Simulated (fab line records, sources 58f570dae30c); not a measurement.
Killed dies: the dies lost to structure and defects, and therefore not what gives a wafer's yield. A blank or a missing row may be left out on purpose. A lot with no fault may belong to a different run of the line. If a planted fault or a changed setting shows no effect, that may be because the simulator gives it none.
A sampling plan put to the test ; flow berkeley-cmos170 ; one fab line, 34 faults that these records tell of, each judged on the records of the lots that it struck; 1 more is left out, because the records don't allow judging it
The plan consists of the line's own looks: route steps at which the wafer is read by a gauge or an inspection but not changed. A look can be judged if struck wafers have a number there and the file gives its usual mean and standard deviation on fault-free wafers. Caught: a look later than the fault's first step finds the struck wafers' mean 4 or more of those standard deviations (sigma) from the usual mean. On the tool: the identical test, applied to the tool's own readings at the steps of the fault. Another recipe on the struck wafers, or a record that is blank for them alone, also counts as caught.

== THE FAULTS, as the simulator had put them in ==
1. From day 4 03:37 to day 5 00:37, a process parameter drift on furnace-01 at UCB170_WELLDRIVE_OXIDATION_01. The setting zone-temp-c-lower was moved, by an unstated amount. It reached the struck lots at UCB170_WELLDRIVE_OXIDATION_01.
2. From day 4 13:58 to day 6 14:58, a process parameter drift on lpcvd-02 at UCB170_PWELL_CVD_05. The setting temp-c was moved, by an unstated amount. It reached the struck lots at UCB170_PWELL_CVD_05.
3. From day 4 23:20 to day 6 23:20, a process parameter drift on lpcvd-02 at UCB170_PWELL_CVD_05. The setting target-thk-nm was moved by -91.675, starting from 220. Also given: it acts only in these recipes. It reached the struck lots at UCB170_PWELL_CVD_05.
4. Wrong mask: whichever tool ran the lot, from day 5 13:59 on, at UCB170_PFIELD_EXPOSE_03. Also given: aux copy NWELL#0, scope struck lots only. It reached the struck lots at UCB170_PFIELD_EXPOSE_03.
5. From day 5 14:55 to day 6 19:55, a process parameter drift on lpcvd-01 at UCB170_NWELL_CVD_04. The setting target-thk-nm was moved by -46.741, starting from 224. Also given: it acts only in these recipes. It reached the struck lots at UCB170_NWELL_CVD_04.
6. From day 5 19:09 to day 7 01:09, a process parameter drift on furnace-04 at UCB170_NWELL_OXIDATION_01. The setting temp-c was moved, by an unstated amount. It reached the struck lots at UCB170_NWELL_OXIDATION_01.
7. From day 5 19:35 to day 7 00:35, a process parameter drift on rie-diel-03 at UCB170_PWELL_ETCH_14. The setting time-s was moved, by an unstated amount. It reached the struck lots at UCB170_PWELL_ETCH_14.
8. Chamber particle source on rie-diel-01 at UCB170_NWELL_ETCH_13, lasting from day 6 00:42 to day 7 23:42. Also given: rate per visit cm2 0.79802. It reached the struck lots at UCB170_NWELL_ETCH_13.
9. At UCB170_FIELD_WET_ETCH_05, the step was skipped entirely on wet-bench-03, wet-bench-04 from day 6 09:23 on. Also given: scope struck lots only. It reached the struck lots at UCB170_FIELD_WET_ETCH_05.
10. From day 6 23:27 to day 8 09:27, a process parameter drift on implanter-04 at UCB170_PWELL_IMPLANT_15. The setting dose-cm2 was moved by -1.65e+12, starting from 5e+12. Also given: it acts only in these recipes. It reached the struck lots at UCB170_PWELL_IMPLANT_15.
11. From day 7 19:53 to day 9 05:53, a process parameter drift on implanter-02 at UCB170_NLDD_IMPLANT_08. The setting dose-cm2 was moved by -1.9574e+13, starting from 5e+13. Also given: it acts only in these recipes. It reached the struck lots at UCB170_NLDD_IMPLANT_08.
12. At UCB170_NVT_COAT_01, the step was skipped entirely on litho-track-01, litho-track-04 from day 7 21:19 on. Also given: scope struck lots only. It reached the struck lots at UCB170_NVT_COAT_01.
13. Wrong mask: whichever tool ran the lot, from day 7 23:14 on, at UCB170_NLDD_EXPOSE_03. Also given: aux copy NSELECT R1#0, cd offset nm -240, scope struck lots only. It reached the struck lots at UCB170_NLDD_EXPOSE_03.
14. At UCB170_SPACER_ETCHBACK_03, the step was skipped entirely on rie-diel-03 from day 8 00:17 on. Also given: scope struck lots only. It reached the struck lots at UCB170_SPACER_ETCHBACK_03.
15. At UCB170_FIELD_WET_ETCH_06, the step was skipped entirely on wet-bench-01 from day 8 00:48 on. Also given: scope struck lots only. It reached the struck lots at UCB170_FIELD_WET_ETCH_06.
16. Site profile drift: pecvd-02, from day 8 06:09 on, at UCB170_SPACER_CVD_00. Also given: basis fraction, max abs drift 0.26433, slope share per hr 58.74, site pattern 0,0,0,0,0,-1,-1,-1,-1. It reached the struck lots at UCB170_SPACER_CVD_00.
17. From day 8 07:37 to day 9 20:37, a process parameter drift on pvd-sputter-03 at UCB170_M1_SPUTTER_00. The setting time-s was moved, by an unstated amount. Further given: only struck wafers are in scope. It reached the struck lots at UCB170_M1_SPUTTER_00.
18. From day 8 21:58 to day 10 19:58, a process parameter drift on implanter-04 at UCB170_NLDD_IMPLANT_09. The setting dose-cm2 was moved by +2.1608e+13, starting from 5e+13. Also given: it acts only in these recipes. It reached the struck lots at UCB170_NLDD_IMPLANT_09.
19. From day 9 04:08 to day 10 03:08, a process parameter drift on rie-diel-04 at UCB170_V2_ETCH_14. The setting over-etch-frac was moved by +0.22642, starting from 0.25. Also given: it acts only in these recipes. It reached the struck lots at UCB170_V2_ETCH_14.
20. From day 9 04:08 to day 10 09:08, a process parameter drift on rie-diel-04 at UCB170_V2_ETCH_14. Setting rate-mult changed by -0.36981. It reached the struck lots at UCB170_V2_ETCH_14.
21. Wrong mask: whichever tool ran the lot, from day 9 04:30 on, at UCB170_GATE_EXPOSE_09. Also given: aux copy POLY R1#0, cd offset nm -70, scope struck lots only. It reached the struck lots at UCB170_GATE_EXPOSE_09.
22. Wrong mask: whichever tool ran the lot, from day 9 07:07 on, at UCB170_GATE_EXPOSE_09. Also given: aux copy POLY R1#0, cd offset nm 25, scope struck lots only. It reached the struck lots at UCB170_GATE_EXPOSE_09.
23. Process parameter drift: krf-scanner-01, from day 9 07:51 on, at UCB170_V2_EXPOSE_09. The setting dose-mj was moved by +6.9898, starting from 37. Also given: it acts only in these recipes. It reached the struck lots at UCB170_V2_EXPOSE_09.
24. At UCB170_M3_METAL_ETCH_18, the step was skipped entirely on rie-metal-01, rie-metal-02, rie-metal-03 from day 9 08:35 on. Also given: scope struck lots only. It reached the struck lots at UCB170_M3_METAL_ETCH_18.
25. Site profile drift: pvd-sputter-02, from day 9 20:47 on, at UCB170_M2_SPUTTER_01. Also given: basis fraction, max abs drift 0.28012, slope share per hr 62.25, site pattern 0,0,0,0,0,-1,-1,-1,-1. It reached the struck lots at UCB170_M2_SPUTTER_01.
26. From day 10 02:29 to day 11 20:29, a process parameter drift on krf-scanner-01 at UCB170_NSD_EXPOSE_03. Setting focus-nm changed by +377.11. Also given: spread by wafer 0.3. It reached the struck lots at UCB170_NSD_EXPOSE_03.
27. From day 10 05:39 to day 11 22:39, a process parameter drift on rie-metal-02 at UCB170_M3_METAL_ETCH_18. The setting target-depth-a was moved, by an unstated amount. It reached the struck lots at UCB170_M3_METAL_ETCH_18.
28. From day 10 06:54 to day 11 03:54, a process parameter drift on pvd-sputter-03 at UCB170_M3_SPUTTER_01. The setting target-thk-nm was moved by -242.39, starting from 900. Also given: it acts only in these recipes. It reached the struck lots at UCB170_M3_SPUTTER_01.
29. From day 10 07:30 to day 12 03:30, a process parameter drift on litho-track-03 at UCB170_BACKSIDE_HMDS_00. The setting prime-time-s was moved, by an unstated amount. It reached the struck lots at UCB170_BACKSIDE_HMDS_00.
30. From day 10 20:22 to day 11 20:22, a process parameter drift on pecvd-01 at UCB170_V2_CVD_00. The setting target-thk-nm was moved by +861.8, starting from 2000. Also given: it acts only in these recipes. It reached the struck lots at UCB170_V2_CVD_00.
31. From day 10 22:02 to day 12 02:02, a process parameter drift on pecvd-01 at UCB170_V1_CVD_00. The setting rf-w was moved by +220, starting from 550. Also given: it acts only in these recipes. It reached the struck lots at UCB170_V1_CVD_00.
32. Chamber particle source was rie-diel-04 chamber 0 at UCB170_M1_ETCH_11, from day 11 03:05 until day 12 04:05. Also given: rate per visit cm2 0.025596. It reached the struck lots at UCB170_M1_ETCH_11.
33. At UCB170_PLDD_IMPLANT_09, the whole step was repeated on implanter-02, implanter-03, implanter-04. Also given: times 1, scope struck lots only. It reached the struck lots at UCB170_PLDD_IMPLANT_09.
34. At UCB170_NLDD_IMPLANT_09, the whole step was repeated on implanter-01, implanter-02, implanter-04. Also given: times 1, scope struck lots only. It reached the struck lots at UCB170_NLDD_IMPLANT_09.

== WHAT THE PLAN SAW ==
fault;on the tool itself;first look that catches it;reading, sigma;median hours from its first step to that look;hours from the fault's start to the first struck lot there;judged looks passed uncaught
1;under 2 sigma;UCB170_WELLDRIVE_THK_MEAS_02;WELLDRIVE_OXIDE_THK -7.3;3.5;12;0
2;susceptor-temp-C +49 sigma;UCB170_PWELL_THK_MEAS_06;PWELL_NITRIDE_THK +35;2.9;6;0
3;under 2 sigma;UCB170_PWELL_THK_MEAS_06;PWELL_NITRIDE_THK -39;2.4;9;0
4;under 2 sigma;UCB170_PFIELD_TW_MEAS_09;PFIELD_TW -93;0.9;7;0
5;under 2 sigma;UCB170_NWELL_THK_MEAS_05;NWELL_NITRIDE_THK -18;1.9;6;0
6;tube-center-temp-C +99 or beyond sigma;UCB170_NWELL_THK_MEAS_02;NWELL_OXIDE_THK +78;1.4;17;0
7;run-length-s -64 sigma;no look after it can be judged;-;-;-;0
8;under 2 sigma;none of the 2 looks that can be judged after it;-;-;-;2
9;no reading that can be judged;no look after it can be judged;-;-;-;0
10;dose-ions-cm2 -99 or beyond sigma;UCB170_PWELL_TW_MEAS_17;PWELL_TW -14;0.2;4;0
11;dose-ions-cm2 -99 or beyond sigma;UCB170_NLDD_TW_MEAS_11;NLDD_TW -12;0.4;1;0
12;the tool's record is blank for the struck wafers;UCB170_PVT_TW_MEAS_09;PVT_TW +27;3.7;8;0
13;under 2 sigma;UCB170_NLDD_CD_MEAS_06;cd-nm -99 or beyond;0.4;1;0
14;no reading that can be judged;no look after it can be judged;-;-;-;0
15;the tool's record is blank for the struck wafers;none of the 2 looks that can be judged after it;strongest: FIELD_OXIDE_LEFT_1_THK at UCB170_FIELD_THK_MEAS_90, +3.7;-;-;2
16;under 2 sigma;UCB170_SPACER_THK_MEAS_01;SPACER_TEOS_THK -9.0;0.0;3;0
17;under 2 sigma;UCB170_M1_RS_MEAS_01;M1_AL_RS +5.4;0.1;5;0
18;dose-ions-cm2 +99 or beyond sigma;UCB170_NLDD_TW_MEAS_11;NLDD_TW +9.9;0.2;13;0
19;oes-product-au -8.1 sigma;no look after it can be judged;-;-;-;0
20;oes-product-au -10 sigma;no look after it can be judged;-;-;-;0
21;no reading that can be judged;UCB170_GATE_CD_MEAS_12;cd-nm -53;1.0;1;0
22;no reading that can be judged;UCB170_GATE_CD_MEAS_12;cd-nm +20;0.7;3;0
23;exposure-dose-mJ-cm2 +99 or beyond sigma;UCB170_V2_CD_MEAS_12;cd-nm +14;0.4;5;0
24;the tool's record is blank for the struck wafers;no look after it can be judged;-;-;-;0
25;under 2 sigma;UCB170_M2_RS_MEAS_02;M2_AL_RS +15;0.1;15;0
26;exposure-dose-mJ-cm2 -8.5 sigma;not the one look that can be judged after it;strongest: cd-nm at UCB170_NSD_CD_MEAS_06, +3.5;-;-;1
27;only faintly: oes-product-au -3.0 sigma;no look after it can be judged;-;-;-;0
28;under 2 sigma;UCB170_M3_RS_MEAS_02;M3_AL_RS +28;0.1;11;0
29;no reading that can be judged;none of the 7 looks that can be judged after it;-;-;-;7
30;under 2 sigma;UCB170_V2_THK_MEAS_01;V2_TEOS_THK +34;0.2;1;0
31;rf-fwd-power-W +99 or beyond sigma;UCB170_V1_THK_MEAS_01;V1_TEOS_THK +9.3;0.2;8;0
32;under 2 sigma;none of the 3 looks that can be judged after it;-;-;-;3
33;under 2 sigma;UCB170_PLDD_TW_MEAS_11;PLDD_TW +26;0.6;-;0
34;no reading that can be judged;UCB170_NLDD_TW_MEAS_11;NLDD_TW +22;0.6;-;0
A dash: the fault isn't caught, or these records don't give the number.

Caught at a look: 22 of 34. Caught on the tool: 14 of 34. By one or the other: 28 of 34.
Faults 7, 15, 19, 20, 24, 26 were caught on the tool alone.
Caught at a look alone: faults 1, 3, 4, 5, 13, 16, 17, 21, 22, 25, 28, 30, 33, 34.
Caught by neither: faults 8, 9, 14, 27, 29, 32.

== THINNER SAMPLING ==
If the look that catches a fault measured only every second or every third lot, by lot number, the first struck lot would be measured this late in the worst case:
fault;struck lots at that look, in order of time;every lot;every second lot;every third lot
1;L232;12 h;may miss it;may miss it
2;L536, L535, L537;6 h;6 h;18 h
3;L453, L455;9 h;may miss all 2;may miss all 2
4;L881;7 h;may miss it;may miss it
5;L290, L293;6 h;18 h;may miss all 2
6;L604, L605;17 h;17 h;may miss all 2
10;L994, L996;4 h;may miss all 2;may miss all 2
11;L239, L243;1 h;may miss all 2;may miss all 2
12;L777, L782, L778;8 h;19 h;19 h
13;L745;1 h;may miss it;may miss it
16;L701, L702, L704, L705;3 h;23 h;may miss all 4
17;L994;5 h;may miss it;may miss it
18;L702, L705;13 h;16 h;may miss all 2
21;L454;1 h;may miss it;may miss it
22;L342;3 h;may miss it;may miss it
23;L462, L464, L465, L467;5 h;33 h;may miss all 4
25;L389, L390;15 h;20 h;may miss all 2
28;L893, L895;11 h;may miss all 2;may miss all 2
30;L180, L178;1 h;may miss all 2;may miss all 2
31;L825, L826;8 h;15 h;may miss all 2
Hours: fault start to first struck lot measured. 4 sigma limit: tested on the pooled struck wafers, so a lone lot may be under it. Other struck lots may not be in these records.

== THE LONGEST TIMED WAY FROM STEP TO LOOK ==
Fault 12: median gap of 3.7 hours between UCB170_NVT_COAT_01 and UCB170_PVT_TW_MEAS_09. No look between them can be judged.
